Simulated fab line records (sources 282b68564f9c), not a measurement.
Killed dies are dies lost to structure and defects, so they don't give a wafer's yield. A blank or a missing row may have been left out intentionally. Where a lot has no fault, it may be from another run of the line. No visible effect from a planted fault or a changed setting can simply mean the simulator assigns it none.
fab line records    flow rit_cmos
[record] lots = 5  wafers = 15  last_day = 6
route steps=202 shown SILICIDE@161 CONTACT@168 M1@202
lots with no fault: from the same line, run without faults
start_h: the number of hours between the record's first day and the start of the first shown wafer of the lot    wait_h: hours since the lot's step before    " the same as in the row above    L1.1+2: a row that stands for several wafers    - either no value or no given start    * or withheld: withheld    < > ~ a bound
route shown NAME@n: NAME is a module with steps in the file, n the number in the route of the first one    usual: mean and standard deviation over wafers with no fault    same: alike in all rows    chamber/n: place in a boat    sites: per-site readings    _std_site: standard deviation across them    _edge_site: the outer-site mean with the inner-site mean subtracted    radius_mm: for every site, how far away it sits from the centre of the wafer    mask NAME#n: copy n    behind: the last tool/chamber to shape the wafer    hold: why the lot went on hold/how many hours it stayed there/how the hold came to an end    device: names the non-switching transistor (n, p or np)    end of line: at the end of the route, the tests of the same wafers    a step with no rows: only its recipe    killed: count of dies lost to structure and defects at first sort (not the wafer's yield)    map: dies across one wafer; x = killed, . = not, _ = none there
set.NAME: the setting as run; set.NAME@STEP: as run at that earlier step    model.NAME: the simulator's own value behind a step, which no gauge read
lots seen at some steps along the route; tables by step, rows by wafer
services: from which hour (start_h, from the record's first day; less than 0 if before it) a tool's chamber was out of use, for how many hours, and why
[[steps]]
[step RIT_SILICIDE_WET_ETCH_00]
[recipe] chemistry = BOE  target = SiO2  target_depth_nm = 14  time_s = 15  dry = n2_spin  dilution = 10:1  temp_c = 21.5
[step RIT_SILICIDE_SPUTTER_01]
[recipe] material = Ti  target_thk_nm = 30  power_w = 350  chamber_pressure_pa = 0.667  gas = Ar  time_s = 240  substrate_temp_c = 25
[usual] throttle_valve_pct = 30.3/1.5
lot.wafer  tool            chamber  start_h  wait_h  throttle_valve_pct
L403.2     pvd_sputter-01  -        49.76    0.0     30.9
L403.4     "               -        "        "       29.6
L403.6     "               -        "        "       29.8
L406.1     pvd_sputter-04  -        65.61    0.0     32.0
L406.2     "               -        "        "       31.5
L406.5     "               -        "        "       31.5
L411.1     pvd_sputter-01  -        99.90    0.0     27.8
L411.3     "               -        "        "       32.0
L411.6     "               -        "        "       29.7
L412.2     pvd_sputter-02  -        102.40   0.0     28.9
L412.4     "               -        "        "       29.5
L412.5     "               -        "        "       28.8
L422.3     pvd_sputter-02  -        145.11   0.0     29.5
L422.5     "               -        "        "       30.5
L422.6     "               -        "        "       28.8
[step RIT_SILICIDE_RS_MEAS_02]
[recipe] thk_meas_gauge = four-point-probe  reads = Ti_of_SILICIDE_SPUTTER_01
[usual] SILICIDE_TI_RS = 48.0/0.69
lot.wafer  tool           chamber  start_h  wait_h  SILICIDE_TI_RS[ohm/sq]
L403.2     film_metro-03  -        49.93    0.1     49.1
L403.4     "              -        "        "       48.5
L403.6     "              -        "        "       48.2
L406.1     film_metro-03  -        65.76    0.1     49.1
L406.2     "              -        "        "       48.9
L406.5     "              -        "        "       49.0
L411.1     film_metro-03  -        100.05   0.1     49.2
L411.3     "              -        "        "       48.9
L411.6     "              -        "        "       48.8
L412.2     film_metro-03  -        102.57   0.1     46.8
L412.4     "              -        "        "       47.2
L412.5     "              -        "        "       47.1
L422.3     film_metro-01  -        145.30   0.1     48.4
L422.5     "              -        "        "       48.1
L422.6     "              -        "        "       48.1
[step RIT_SILICIDE_THK_MEAS_03]
[recipe] thk_meas_gauge = xrf  reads = Ti_of_SILICIDE_SPUTTER_01
[usual] SILICIDE_TI_THK = 30.1/0.37
lot.wafer  tool           chamber  start_h  wait_h  SILICIDE_TI_THK[nm]
L403.2     film_metro-03  -        50.04    0.1     29.8
L403.4     "              -        "        "       30.0
L403.6     "              -        "        "       30.2
L406.1     film_metro-03  -        65.88    0.1     29.7
L406.2     "              -        "        "       29.9
L406.5     "              -        "        "       29.9
L411.1     film_metro-03  -        100.17   0.1     29.6
L411.3     "              -        "        "       29.7
L411.6     "              -        "        "       30.0
L412.2     film_metro-03  -        102.68   0.1     30.8
L412.4     "              -        "        "       30.7
L412.5     "              -        "        "       30.7
L422.3     film_metro-01  -        145.40   0.1     29.7
L422.5     "              -        "        "       30.1
L422.6     "              -        "        "       29.9
[step RIT_SILICIDE_RTA_04]
[recipe] temp_c = 650  time_s = 10  idle_temp_c = 25  ramp_up_s = 5  ramp_down_s = 5  cool_to_c = 25  ambient = N2
[usual] chamber_o2_ppm = 2.005/0.019  wafer_temp_C_max = 653.0/0.63
lot.wafer  tool           chamber  start_h  wait_h  chamber_o2_ppm  wafer_temp_C_max
L403.2     rtp_anneal-02  0        50.10    0.1     1.976           652.8
L403.4     "              0        "        "       1.979           654.0
L403.6     "              0        "        "       1.992           652.8
L406.1     rtp_anneal-01  0        65.94    0.1     1.996           653.4
L406.2     "              0        "        "       1.994           652.8
L406.5     "              0        "        "       1.999           654.1
L411.1     rtp_anneal-02  0        100.23   0.1     1.981           652.4
L411.3     "              0        "        "       1.992           652.8
L411.6     "              0        "        "       1.999           652.6
L412.2     rtp_anneal-02  0        102.74   0.1     2.019           652.8
L412.4     "              0        "        "       2.010           652.4
L412.5     "              0        "        "       1.991           652.2
L422.3     rtp_anneal-02  0        145.47   0.1     2.028           652.0
L422.5     "              0        "        "       2.013           653.4
L422.6     "              0        "        "       2.016           653.0
[step RIT_SILICIDE_WET_ETCH_05]
[recipe] chemistry = SPM  target = Ti  temp_c = 90  time_s = 120  dry = n2_spin
[step RIT_SILICIDE_RTA_06]
[recipe] temp_c = 750  time_s = 10  idle_temp_c = 25  ramp_up_s = 5  ramp_down_s = 10  cool_to_c = 25  ambient = N2
[usual] chamber_o2_ppm = 1.999/0.022  wafer_temp_C_max = 753.7/0.78
lot.wafer  tool           chamber  start_h  wait_h  chamber_o2_ppm  wafer_temp_C_max
L403.2     rtp_anneal-01  0        50.21    0.0     1.978           753.1
L403.4     "              0        "        "       1.968           754.4
L403.6     "              0        "        "       2.001           753.5
L406.1     rtp_anneal-02  0        66.10    0.0     2.006           754.2
L406.2     "              0        "        "       2.042           753.5
L406.5     "              0        "        "       2.043           752.7
L411.1     rtp_anneal-02  0        100.34   0.0     1.987           753.9
L411.3     "              0        "        "       2.016           752.8
L411.6     "              0        "        "       1.996           753.5
L412.2     rtp_anneal-02  0        102.85   0.0     2.032           753.5
L412.4     "              0        "        "       1.994           752.8
L412.5     "              0        "        "       1.991           753.3
L422.3     rtp_anneal-01  0        145.57   0.0     2.006           755.6
L422.5     "              0        "        "       1.959           753.6
L422.6     "              0        "        "       2.027           753.7
[step RIT_CONTACT_CVD_00]
[recipe] material = SiO2  target_thk_nm = 400  precursor = TEOS  temp_c = 390  time_s = 61  rf_w = 400
[usual] heater_power_w = 336/59
lot.wafer  tool      chamber  start_h  wait_h  heater_power_w
L403.2     pecvd-02  0        50.26    0.0     284
L403.4     "         2        "        "       341
L403.6     "         0        "        "       290
L406.1     pecvd-02  0        66.16    0.1     346
L406.2     "         1        "        "       226
L406.5     "         2        "        "       397
L411.1     pecvd-04  0        100.41   0.1     349
L411.3     "         2        "        "       338
L411.6     "         1        "        "       284
L412.2     pecvd-02  0        102.90   0.0     324
L412.4     "         0        "        "       328
L412.5     "         1        "        "       234
L422.3     pecvd-03  0        145.62   0.0     396
L422.5     "         0        "        "       401
L422.6     "         2        "        "       406
[step RIT_CONTACT_THK_MEAS_01]
[recipe] reads = SiO2_of_CONTACT_CVD_00
[usual] CONTACT_TEOS_THK = 399/5.6
lot.wafer  tool           chamber  start_h  wait_h  CONTACT_TEOS_THK[nm]
L403.2     film_metro-03  -        50.33    0.0     400
L403.4     "              -        "        "       401
L403.6     "              -        "        "       404
L406.1     film_metro-01  -        66.21    0.0     400
L406.2     "              -        "        "       396
L406.5     "              -        "        "       403
L411.1     film_metro-04  -        100.46   0.0     391
L411.3     "              -        "        "       393
L411.6     "              -        "        "       393
L412.2     film_metro-03  -        102.96   0.0     400
L412.4     "              -        "        "       403
L412.5     "              -        "        "       399
L422.3     film_metro-03  -        145.69   0.0     398
L422.5     "              -        "        "       397
L422.6     "              -        "        "       403
[step RIT_CONTACT_HMDS_02]
[recipe] prime_time_s = 60  prime_temp_c = 140
[step RIT_CONTACT_COAT_03]
[recipe] resist = NOVOLAK  spin_rpm = 3250  resist_thk_nm = 1000
[step RIT_CONTACT_SOFTBAKE_04]
[recipe] resist = NOVOLAK  temp_c = 90  time_s = 60
[step RIT_CONTACT_EXPOSE_05]
[recipe] mask_id = M11  na = 0.6  source_shape = conventional  sigma_outer = 0.5  target_cd_nm = 1000  dose_mj = 250
[usual] focus_offset_nm = 0.0/0.49
lot.wafer  tool              chamber  start_h  wait_h  mask      focus_offset_nm
L403.2     iline_stepper-01  0        50.97    0.2     M11#0     0.6
L403.4     "                 0        "        "       M11#0     -0.1
L403.6     "                 0        "        "       M11#0     -0.7
L406.1     iline_stepper-02  0        66.91    0.3     M11#0     0.1
L406.2     "                 0        "        "       M11#0     -0.6
L406.5     "                 0        "        "       M11#0     0.2
L411.1     iline_stepper-01  0        101.02   0.1     M11_R1#0  0.1
L411.3     "                 0        "        "       M11_R1#0  1.1
L411.6     "                 0        "        "       M11_R1#0  0.1
L412.2     iline_stepper-01  0        103.48   0.1     M11#0     0.3
L412.4     "                 0        "        "       M11#0     0.2
L412.5     "                 0        "        "       M11#0     0.2
L422.3     iline_stepper-02  0        146.30   0.1     M11#0     0.1
L422.5     "                 0        "        "       M11#0     0.1
L422.6     "                 0        "        "       M11#0     0.2
[step RIT_CONTACT_PEB_06]
[recipe] resist = NOVOLAK  temp_c = withheld  time_s = withheld
[step RIT_CONTACT_DEVELOP_07]
[recipe] resist = NOVOLAK  develop_time_s = 120  dev_temp_c = 23
[step RIT_CONTACT_CD_MEAS_08]
[recipe] target_cd_nm = 1000
[usual] cd_nm = 999.5/2
lot.wafer  tool       chamber  start_h  wait_h  cd_nm
L403.2     cd_sem-01  -        51.49    -       999.7
L403.4     "          -        "        "       997.5
L403.6     "          -        "        "       999.6
L406.1     cd_sem-01  -        67.57    -       999.6
L406.2     "          -        "        "       998.0
L406.5     "          -        "        "       997.4
L411.1     cd_sem-02  -        101.54   -       1149.0
L411.3     "          -        "        "       1150.8
L411.6     "          -        "        "       1149.3
L412.2     cd_sem-02  -        104.00   -       996.7
L412.4     "          -        "        "       999.9
L412.5     "          -        "        "       999.5
L422.3     cd_sem-02  -        146.82   -       998.0
L422.5     "          -        "        "       999.6
L422.6     "          -        "        "       1000.6
[step RIT_CONTACT_OVL_MEAS_09]
[usual] CONTACT_OVL = 0.2/1.4
lot.wafer  tool        chamber  start_h  wait_h  CONTACT_OVL[nm]
L403.2     overlay-01  -        51.60    0.1     1.8
L403.4     "           -        "        "       1.2
L403.6     "           -        "        "       0.2
L406.1     overlay-02  -        67.69    0.1     -0.4
L406.2     "           -        "        "       -0.3
L406.5     "           -        "        "       -0.6
L411.1     overlay-01  -        101.66   0.1     1.6
L411.3     "           -        "        "       1.1
L411.6     "           -        "        "       1.1
L412.2     overlay-02  -        104.10   0.1     0.0
L412.4     "           -        "        "       0.1
L412.5     "           -        "        "       -1.7
L422.3     overlay-01  -        146.91   0.1     2.6
L422.5     "           -        "        "       0.7
L422.6     "           -        "        "       0.5
[step RIT_CONTACT_HARDBAKE_10]
[recipe] resist = NOVOLAK  temp_c = 140  time_s = 60
[step RIT_CONTACT_ETCH_11]
[recipe] target_depth_a = 4800  over_etch_frac = 0.2  stop_on = TiSi2  chemistry = CHF3/CF4/Ar  target = SiO2  CHF3_flow_sccm = 50  cf4_flow_sccm = 10  Ar_flow_sccm = 100  O2_flow_sccm = 5  pressure_mtorr = 100  rf_w = 200  time_s = 320
[usual] drypump_motor_current_A = 5.8/0.41  oes_product_au = 0.981/0.015  throttle_valve_pct = 8.89/0.11
lot.wafer  tool         chamber  start_h  wait_h  drypump_motor_current_A  oes_product_au  rf_hours_counter_h  throttle_valve_pct  model.CONTACT.cd_nm
L403.2     rie_diel-03  0        51.78    0.1     6.2                      0.973           154                 8.95                999.3
L403.4     "            2        "        "       5.6                      0.994           127                 8.88                997.7
L403.6     "            2        "        "       5.6                      1.001           -                   8.89                999.8
L406.1     rie_diel-03  3        67.88    0.1     6.0                      0.975           4                   8.71                999.5
L406.2     "            0        "        "       6.3                      0.958           154                 8.95                998.3
L406.5     "            0        "        "       6.3                      0.974           -                   8.94                997.6
L411.1     rie_diel-03  2        101.84   0.1     5.6                      0.997           128                 8.90                1149
L411.3     "            1        "        "       5.3                      0.969           2                   8.86                1151
L411.6     "            0        "        "       6.3                      0.967           -                   8.97                1149
L412.2     rie_diel-04  3        104.44   0.1     5.5                      0.985           1                   9.02                996.7
L412.4     "            2        "        "       6.3                      1.003           -                   8.81                999.9
L412.5     "            3        "        "       5.5                      0.982           -                   9.00                999.6
L422.3     rie_diel-04  3        147.08   0.1     5.5                      0.979           2                   9.03                997.8
L422.5     "            0        "        "       6.3                      1.004           -                   9.00                999.6
L422.6     "            3        "        "       5.5                      0.982           -                   8.99                1000
[step RIT_CONTACT_STRIP_12]
[recipe] chemistry = O2  time_s = 180  resist = NOVOLAK  platen_temp_c = withheld  power_w = 500  pressure_mtorr = 4000  o2_flow_sccm = 4000
[usual] drypump_motor_current_A = 5.37/0.26
lot.wafer  tool             chamber  start_h  wait_h  drypump_motor_current_A  rf_hours_counter_h
L403.2     plasma_asher-01  0        51.97    0.1     5.29                     40
L403.4     "                0        "        "       5.34                     -
L403.6     "                1        "        "       5.24                     -
L406.1     plasma_asher-02  0        68.07    0.1     5.37                     28
L406.2     "                1        "        "       5.43                     28
L406.5     "                1        "        "       5.42                     -
L411.1     plasma_asher-02  0        102.04   0.1     5.38                     31
L411.3     "                1        "        "       5.39                     -
L411.6     "                1        "        "       5.42                     -
L412.2     plasma_asher-01  1        104.64   0.1     5.25                     45
L412.4     "                1        "        "       5.26                     -
L412.5     "                1        "        "       5.27                     -
L422.3     plasma_asher-01  0        147.34   0.2     5.35                     -
L422.5     "                0        "        "       5.34                     -
L422.6     "                1        "        "       5.23                     -
[step RIT_CONTACT_CD_MEAS_90]
[recipe] target_cd_nm = 1000
[usual] cd_nm = 999.5/2
lot.wafer  tool       chamber  start_h  wait_h  cd_nm
L403.2     cd_sem-02  -        52.17    0.1     999.4
L403.4     "          -        "        "       997.8
L403.6     "          -        "        "       999.9
L406.1     cd_sem-01  -        68.25    0.1     999.5
L406.2     "          -        "        "       998.4
L406.5     "          -        "        "       997.7
L411.1     cd_sem-01  -        102.21   0.1     1149.4
L411.3     "          -        "        "       1151.4
L411.6     "          -        "        "       1149.7
L412.2     cd_sem-02  -        104.83   0.1     996.9
L412.4     "          -        "        "       1000.2
L412.5     "          -        "        "       999.7
L422.3     cd_sem-01  -        147.49   0.1     997.7
L422.5     "          -        "        "       999.5
L422.6     "          -        "        "       1000.4
[step RIT_CONTACT_CLEAN_13]
[recipe] chemistry = SC1  mix = 3:3:50  time_s = 600  temp_c = 75
[step RIT_M1_PROBE_99]
lot.wafer  tool       chamber  start_h  wait_h  model.etest.contact_to_gate.bv_right_v  model.etest.contact_to_gate.bv_left_v  model.etest.contact_nplus.rc_ohm  model.etest.contact_pplus.rc_ohm  model.etest.contact_ppoly.rc_ohm  model.etest.contact_npoly.rc_ohm
L403.2     prober-01  -        58.72    0.1     89.56                                   90.17                                  1.431                             1.358                             1.401                             1.354
L403.4     prober-01  -        58.82    0.2     94.02                                   88.09                                  1.375                             1.417                             1.422                             1.367
L403.6     prober-01  -        58.92    0.2     91.41                                   87.61                                  1.37                              1.328                             1.379                             1.38
L406.1     prober-02  -        74.25    0.1     90.57                                   89.3                                   1.348                             1.415                             1.426                             1.37
L406.2     prober-02  -        74.30    0.1     92.41                                   92.94                                  1.362                             1.417                             1.372                             1.386
L406.5     prober-02  -        74.45    0.2     91.79                                   91.56                                  1.366                             1.442                             1.393                             1.401
L411.1     prober-01  -        106.95   0.1     55.19                                   53.89                                  1.326                             1.381                             1.268                             1.309
L411.3     prober-01  -        107.05   0.2     53.12                                   52.49                                  1.333                             1.268                             1.31                              1.282
L411.6     prober-01  -        107.20   0.2     54.49                                   55.73                                  1.339                             1.304                             1.343                             1.29
L412.2     prober-01  -        109.81   0.1     90.99                                   90.78                                  1.303                             1.422                             1.326                             1.342
L412.4     prober-01  -        109.91   0.2     90.95                                   89.97                                  1.373                             1.384                             1.393                             1.398
L412.5     prober-01  -        109.96   0.2     88.25                                   90.24                                  1.358                             1.363                             1.366                             1.329
L422.3     prober-01  -        152.16   0.2     94                                      89.13                                  1.397                             1.368                             1.367                             1.387
L422.5     prober-01  -        152.26   0.2     88.87                                   90.49                                  1.343                             1.366                             1.4                               1.383
L422.6     prober-01  -        152.31   0.2     89.15                                   92.15                                  1.348                             1.347                             1.426                             1.371
// killed by level:class
L403.2 GATE:geometric_particle:open=2 FOX1:geometric_particle:open=1 GATE:geometric_particle:short=1 NWELL:coat_microbubble_printed=1
L403.4 GATE:geometric_particle:open=2 REOX:geometric_particle:open=2 GATE:geometric_particle:short=1 REOX:geometric_particle:short=1 SILICIDE:geometric_particle:open=1 SILICIDE:geometric_particle:short=1
L403.6 GATE:geometric_particle:open=3 GATE:geometric_particle:short=3 REOX:geometric_particle:short=2 FOX1:geometric_particle:open=1 FOX1:geometric_particle:short=1
L406.1 FOX1:geometric_particle:open=2 FOX1:geometric_particle:short=1 GATE:geometric_particle:short=1 REOX:geometric_particle:short=1
L406.2 FOX2:geometric_particle:short=2 FOX1:geometric_particle:short=1 GATE:geometric_particle:short=1 GATE:geometric_particle:open=1 SILICIDE:geometric_particle:open=1
L406.5 SPACER:geometric_particle:open=2 GATE:geometric_particle:open=1 REOX:geometric_particle:short=1
L412.2 FOX1:geometric_particle:open=2 SILICIDE:geometric_particle:short=2 FOX1:geometric_particle:short=1 FOX2:geometric_particle:short=1 GATE:geometric_particle:open=1 SILICIDE:geometric_particle:open=1 CONTACT:geometric_particle:short=1
L412.4 FOX1:geometric_particle:short=1 GATE:geometric_particle:short=1 GATE:geometric_particle:open=1 SILICIDE:geometric_particle:short=1 SILICIDE:geometric_particle:open=1
L412.5 FOX1:geometric_particle:short=2 GATE:geometric_particle:open=1 REOX:geometric_particle:short=1 SPACER:geometric_particle:open=1
L422.3 SILICIDE:geometric_particle:open=3 GATE:geometric_particle:short=2 GATE:geometric_particle:open=2 REOX:geometric_particle:short=2 FOX1:geometric_particle:open=1 FOX1:geometric_particle:short=1 REOX:geometric_particle:open=1 SILICIDE:geometric_particle:short=1
L422.5 SILICIDE:geometric_particle:short=2 SPACER:geometric_particle:short=1 SILICIDE:geometric_particle:open=1
L422.6 GATE:geometric_particle:short=2 REOX:geometric_particle:short=1
[[services]]
tool              chamber  start_h  hours  kind
plasma_asher-02   -        26.34    0.9    repair
rie_diel-04       3        30.85    -      clean
rie_diel-04       3        30.85    17.5   scheduled_down
rie_diel-04       3        30.85    17.5   vent_cycle
plasma_asher-01   -        31.89    11.1   repair
pvd_sputter-02    -        54.59    1.1    repair
pecvd-02          -        73.32    0.2    repair
rtp_anneal-01     -        75.47    67.6   pm
rie_diel-03       -        95.47    0.4    repair
iline_stepper-01  0        95.57    -      calibration
rie_diel-04       0        104.39   7.0    repair
plasma_asher-01   -        108.75   9.0    pm
plasma_asher-01   0        108.75   9.0    vent_cycle
plasma_asher-01   1        108.75   9.0    vent_cycle
plasma_asher-01   0        117.75   -      clean
plasma_asher-01   1        117.75   -      clean
rie_diel-03       0        123.72   -      clean
rie_diel-03       0        123.72   12.9   scheduled_down
rie_diel-03       0        123.72   12.9   vent_cycle
pvd_sputter-02    -        126.57   2.8    repair
pvd_sputter-01    -        132.91   5.3    repair
pvd_sputter-02    -        136.29   2.7    repair
rie_diel-03       3        137.19   5.7    repair
pecvd-02          -        144.61   14.6   pm
[[key]]
[first_sign] step = RIT_CONTACT_EXPOSE_05  reading = mask  direction = changed
[effect] step = RIT_CONTACT_CD_MEAS_08  reading = cd_nm  direction = up  sigmas = 74  usual = 999.5  struck = 1149.7
[effect] step = RIT_CONTACT_CD_MEAS_90  reading = cd_nm  direction = up  sigmas = 76  usual = 999.5  struck = 1150.2
[model_effect] step = RIT_CONTACT_ETCH_11  value = CONTACT.cd_nm  without = 1000  struck = 1150
[model_effect] step = RIT_M1_PROBE_99  value = etest.contact_to_gate.bv_right_v  without = 91.77  struck = 54.27
met_at RIT_CONTACT_EXPOSE_05
struck_wafers L411.1,L411.3,L411.6
sort_left_out L411.1,L411.3,L411.6
tester_left_out L411
onset_between 50.97 101.02
[fault] kind = wrong_mask  tool = any  chamber = -  onset_h = 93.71  steps = RIT_CONTACT_EXPOSE_05  aux_copy = M11_R1#0  cd_offset_nm = 150  scope = struck_lots_only
// tester_left_out: of these lots the tester's yield and bins aren't shown, on N5 and GAA mostly nor the transistor test; their killed dies are dies lost to structure and defects alone, not to doping, threshold or leakage, so they don't give the yield
// sort_left_out: the simulated sort isn't trusted on such a fault, so these wafers' sort isn't shown, and their yield isn't known
